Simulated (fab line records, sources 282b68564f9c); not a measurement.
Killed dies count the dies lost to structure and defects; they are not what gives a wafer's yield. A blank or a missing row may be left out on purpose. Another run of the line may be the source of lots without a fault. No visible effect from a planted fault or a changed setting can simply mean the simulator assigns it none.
Problem report, 8D (eight disciplines) form, completed by code ; flow rit-cmos ; the parts of the form that need people (team, actions taken, sign-off) are left out

== 1. WHAT WENT WRONG ==
Mean of run-length-s at RIT_PLDD_STRIP_09: 72.2 s over 3 wafers from 1 lot, against 208.4 s (standard deviation 0.45) on wafers with no fault. That is -99 or more standard deviations from the usual mean.
The step: strips in O2, time 180 s.
First observed at day 4 05:17: wafer L329.3, on plasma-asher-01. The record has a number at this step for 39 wafers belonging to 13 lots. Rule for "out" (also "out of limits"): further than 4 standard deviations from the usual mean. Any other wafer with a number is counted as sound.

== 2. WHAT IT IS; WHAT IT IS NOT ==
question;is;is not
which readings at this step;run-length-s;drypump-motor-current-A
which lots;L329;L323, L324, L325, L326, L327, L328, L341, L342, L343, L344, L345, L346
which wafers of those lots;all that have a number;-
read on which tools;plasma-asher-01;plasma-asher-03, plasma-asher-04
when;from day 4 05:17;"up to then (18 sound wafers); but 18 sound wafers of L341, L342, L343, L344, L345, L346 came after"

== 3. SUSPECTS, AND WHAT RULES EACH OUT ==
Counting: a tool at a process step up to the reading stays a suspect if it ran every lot that is out and no sound lot after the first of them.
- plasma-asher-01 at RIT_PLDD_STRIP_09 (strips in O2, time 180 s): ruled out as a lasting fault. After its first lot that is out, L329 (day 4 05:17), sound lots L341, L343, L345 ran on it.
Left after counting: nothing in the record.

== 4. THE CAUSE (what the simulator had put in) ==
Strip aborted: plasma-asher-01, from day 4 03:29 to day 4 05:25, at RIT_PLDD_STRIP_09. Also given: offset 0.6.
Counting ruled it out, wrongly.

== 5. SEQUENCE OF EFFECTS, ordered by route ==
Rows list readings where the struck wafers' mean (over those with a number) sits beyond 3 standard deviations from the usual. Scope: only readings with a usual standard deviation given in the record; hours: median across lots of the time from each lot's start at the first step in this table that gives one to its start at this step; sigmas: change in usual standard deviations.
hours;step;reading;usual;on struck wafers;change;sigmas
0;RIT_PLDD_STRIP_09;run-length-s;208.4 s;72.2;-136.2;-99 or more
15;RIT_M1_PROBE_99;killed-at-front-end;7.1;263.7;+256.6;+95
15;RIT_M1_PROBE_99;killed-dies;7.2;264.0;+256.8;+95
15;RIT_M1_PROBE_99;killed-on-rim;1.9;70.0;+68.1;+57
Process steps it contains:
- RIT_PLDD_STRIP_09: strips in O2, time 180 s.
- RIT_M1_PROBE_99

== 6. WHAT WOULD HAVE CAUGHT IT SOONER ==
In this record no reading fell out of limits until day 4 05:17, 2 hours after the fault had begun at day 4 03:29.
